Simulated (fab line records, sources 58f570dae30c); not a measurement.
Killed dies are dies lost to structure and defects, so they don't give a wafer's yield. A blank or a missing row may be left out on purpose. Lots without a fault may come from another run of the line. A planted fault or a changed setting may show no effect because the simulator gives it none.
Problem report in the 8D (eight disciplines) form, filled by code | flow berkeley_cmos170 | the parts of the form that need people (team, actions taken, sign-off) are left out

1. THE PROBLEM
V1_POLISHED_THK at UCB170_V1_THK_MEAS_04 reads a mean of 1076.5 nm on 6 wafers of 2 lots; wafers without a fault read 999.9 nm with a standard deviation of 1.4. That is +55 standard deviations from the usual mean.
First seen on wafer L344.2, day 9 13:50, on film_metro-01. The record holds 42 wafers of 14 lots with a number at this step. Rule for "out", or "out of limits": more than 4 standard deviations from the usual mean. The other wafers with a number count as sound.

2. WHAT IT IS AND WHAT IT IS NOT
question                    | is                           | is not
which readings at this step | V1_POLISHED_THK              | -
which lots                  | L344, L345                   | L334, L335, L336, L338, L339, L340, L341, L342, L343, L352, L353, L357
which wafers of those lots  | all that have a number       | -
read on which gauges        | film_metro-01, film_metro-03 | film_metro-02
when                        | from day 9 13:50             | up to then (27 sound wafers); but 9 sound wafers of L352, L353, L357 came after

3. SUSPECTS, AND WHAT RULES EACH OUT
Counting: a tool at a process step up to the reading stays a suspect if it ran every lot that is out and no sound lot after the first of them.
- the gauge at UCB170_V1_THK_MEAS_04: ruled out. The wafers that are out were read on 2 gauges (film_metro-01, film_metro-03).
- cmp-02 at UCB170_V1_CMP_02 (polishes SiO2): kept. It ran every lot that is out, first L344 (day 9 13:28), and no sound lot after that; its last sound lot up to then is L342 (day 8 20:17).
Left after counting: cmp-02 at UCB170_V1_CMP_02.

4. THE CAUSE (what the simulator had put in)
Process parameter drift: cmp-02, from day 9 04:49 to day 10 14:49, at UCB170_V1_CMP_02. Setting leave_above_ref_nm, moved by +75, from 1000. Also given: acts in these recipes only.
Counting left only this tool.

5. THE CHAIN OF EFFECTS, in route order
Each row: a reading whose mean over the struck wafers that have a number lies more than 3 standard deviations from the usual. Only readings for which the record gives a usual standard deviation are gone through. hours: the time from each lot's start at the first step in this table that gives one to its start at this step, as a median over the lots. sigmas: the change in usual standard deviations.
hours | step                  | reading         | usual    | on struck wafers | change | sigmas
0     | UCB170_V1_THK_MEAS_04 | V1_POLISHED_THK | 999.9 nm | 1076.5           | +76.6  | +55
Later measuring or inspecting steps at which every struck wafer that the step has a row for has a number for every such reading, and none has moved that far: UCB170_V1_OVL_MEAS_13.

6. WHAT WOULD HAVE CAUGHT IT SOONER
In this record the first reading out of limits at a measuring or inspecting step was taken at day 9 13:50, 9 hours after the fault began at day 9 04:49.
Of the tool readings at UCB170_V1_CMP_02 for which the record gives a usual standard deviation, none was out on any struck wafer, so an alarm limit of 4 standard deviations on them would not have fired.
Of the lots that are out (2), L345 began UCB170_V1_CMP_02 on cmp-02 after day 9 13:50. A hold on the tool at that time would have spared it.
